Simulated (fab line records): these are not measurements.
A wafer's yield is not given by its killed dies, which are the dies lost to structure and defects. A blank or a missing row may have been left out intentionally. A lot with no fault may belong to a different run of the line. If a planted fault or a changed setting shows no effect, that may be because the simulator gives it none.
fab line records	flow berkeleyCmos170
record lots=14	wafers=42	lastDay=12
route steps=331 shown NVT@111
lots that met no fault: taken from a fault-free run of the same line
startH: start of the lot's first displayed wafer, in hours after the record's first day	waitH: time in hours since the lot's previous step	" repeats the value in the row above	L1.1+2: one row covering several wafers at once	- value missing, or start not given	* or withheld: withheld	< > ~ a bound
route shown NAME@n: names a module that has steps shown in the file, with the first one's number in the route	usual: mean and standard deviation over wafers with no fault	same: alike in all rows	chamber/n: place in a boat	sites: each site's reading	_std_site: the standard deviation of these	_edge_site: mean of outer sites minus mean of inner sites	radiusMm: how far each site lies from the wafer's centre	mask NAME#n: copy n	behind: the last tool/chamber to shape the wafer	hold: why the lot was held/for how many hours/how that ended	device: names the non-switching transistor (n, p or np)	end of line: the tests these same wafers got at the end of their route	step lacking rows: just its recipe	killed: dies lost to structure and defects at the first sort, not the wafer's yield	map: the dies of a wafer, with x for killed, . for not killed, _ for no die there
set.NAME: the setting the step ran with; set.NAME@STEP: the setting that earlier step ran with	model.NAME: the simulator's own value behind a step, which no gauge read
one table for each step of the route and one row for each wafer, over a sample of lots
services: from which hour (startH, from the record's first day; less than 0 if before it) a tool's chamber was out of use, for how many hours, and why
## steps
# step UCB170_NVT_IMPLANT_07
# recipe species=BF2	doseCm2=3e+12	energyKev=50	tiltDeg=7
# usual beamEnergyKeV=49.998/0.016
lot.wafer	tool	chamber	startH	waitH	beamEnergyKeV
L960.1	implanter-02	0	128.54	0.0	49.985
L960.4	"	0	"	"	50.005
L960.6	"	0	"	"	50.015
L959.3	implanter-02	0	129.59	0.1	49.998
L959.4	"	0	"	"	49.972
L959.6	"	0	"	"	49.995
L961.1	implanter-02	0	130.27	0.0	49.975
L961.3	"	0	"	"	49.994
L961.4	"	0	"	"	50.003
L963.1	implanter-03	0	140.47	0.0	50.014
L963.2	"	0	"	"	49.990
L963.5	"	0	"	"	50.029
L966.1	implanter-04	0	160.04	0.0	49.981
L966.2	"	0	"	"	49.993
L966.3	"	0	"	"	50.000
L972.3	implanter-02	0	174.01	0.1	50.026
L972.5	"	0	"	"	50.025
L972.6	"	0	"	"	50.004
L971.2	implanter-03	0	174.16	0.0	50.013
L971.4	"	0	"	"	50.032
L971.5	"	0	"	"	50.001
L970.2	implanter-04	0	174.18	0.0	60.992
L970.5	"	0	"	"	61.000
L970.6	"	0	"	"	61.011
L969.2	implanter-04	0	191.28	0.0	60.977
L969.4	"	0	"	"	61.004
L969.6	"	0	"	"	60.979
L975.1	implanter-02	0	191.43	0.0	50.011
L975.2	"	0	"	"	50.017
L975.6	"	0	"	"	49.992
L974.2	implanter-03	0	191.73	0.0	50.001
L974.4	"	0	"	"	49.997
L974.6	"	0	"	"	50.012
L977.1	implanter-03	0	199.85	0.0	50.013
L977.2	"	0	"	"	49.993
L977.6	"	0	"	"	49.972
L979.1	implanter-03	0	217.11	0.0	50.025
L979.2	"	0	"	"	50.017
L979.5	"	0	"	"	50.017
L981.2	implanter-03	0	233.72	0.0	50.011
L981.3	"	0	"	"	50.022
L981.6	"	0	"	"	50.036
# step UCB170_NVT_TW_MEAS_09
# usual NVT_TW=517/10
lot.wafer	tool	chamber	startH	waitH	NVT_TW
L960.1	filmMetro-03	-	128.79	0.1	509
L960.4	"	-	"	"	511
L960.6	"	-	"	"	511
L959.3	filmMetro-01	-	129.81	0.1	530
L959.4	"	-	"	"	528
L959.6	"	-	"	"	527
L961.1	filmMetro-03	-	130.52	0.1	513
L961.3	"	-	"	"	511
L961.4	"	-	"	"	515
L963.1	filmMetro-03	-	140.72	0.1	510
L963.2	"	-	"	"	510
L963.5	"	-	"	"	511
L966.1	filmMetro-02	-	160.29	0.1	523
L966.2	"	-	"	"	523
L966.3	"	-	"	"	525
L972.3	filmMetro-02	-	174.23	0.1	524
L972.5	"	-	"	"	525
L972.6	"	-	"	"	522
L971.2	filmMetro-03	-	174.40	0.1	505
L971.4	"	-	"	"	505
L971.5	"	-	"	"	506
L970.2	filmMetro-01	-	174.41	0.1	555
L970.5	"	-	"	"	557
L970.6	"	-	"	"	556
L969.2	filmMetro-01	-	191.52	0.1	560
L969.4	"	-	"	"	556
L969.6	"	-	"	"	558
L975.1	filmMetro-03	-	191.68	0.1	505
L975.2	"	-	"	"	506
L975.6	"	-	"	"	506
L974.2	filmMetro-03	-	191.96	0.1	508
L974.4	"	-	"	"	509
L974.6	"	-	"	"	509
L977.1	filmMetro-03	-	200.10	0.1	511
L977.2	"	-	"	"	512
L977.6	"	-	"	"	508
L979.1	filmMetro-01	-	217.36	0.1	527
L979.2	"	-	"	"	527
L979.5	"	-	"	"	530
L981.2	filmMetro-01	-	233.96	0.1	530
L981.3	"	-	"	"	530
L981.6	"	-	"	"	531
## services
tool	chamber	startH	hours	kind
implanter-04	-	178.34	3.1	pm
## key
firstSign step=UCB170_NVT_IMPLANT_07	reading=beamEnergyKeV	direction=up	sigmas=99+	usual=49.998	struck=60.994
effect step=UCB170_NVT_TW_MEAS_09	reading=NVT_TW	direction=up	sigmas=4	usual=517	struck=557
metAt UCB170_NVT_IMPLANT_07
struckLots L969,L970
testerLeftOut L969,L970
onsetBetween 160.04 174.18
fault kind=processParameterDrift	tool=implanter-04	chamber=-	onsetH=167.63	steps=UCB170_NVT_IMPLANT_07	channel=energyKev	offset=11	shape=step	endH=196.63	actsIn=theseRecipesOnly	stated=50
# testerLeftOut: of these lots the tester's yield and bins aren't shown, on N5 and GAA mostly nor the transistor test; their killed dies are dies lost to structure and defects alone, not to doping, threshold or leakage, so they don't give the yield
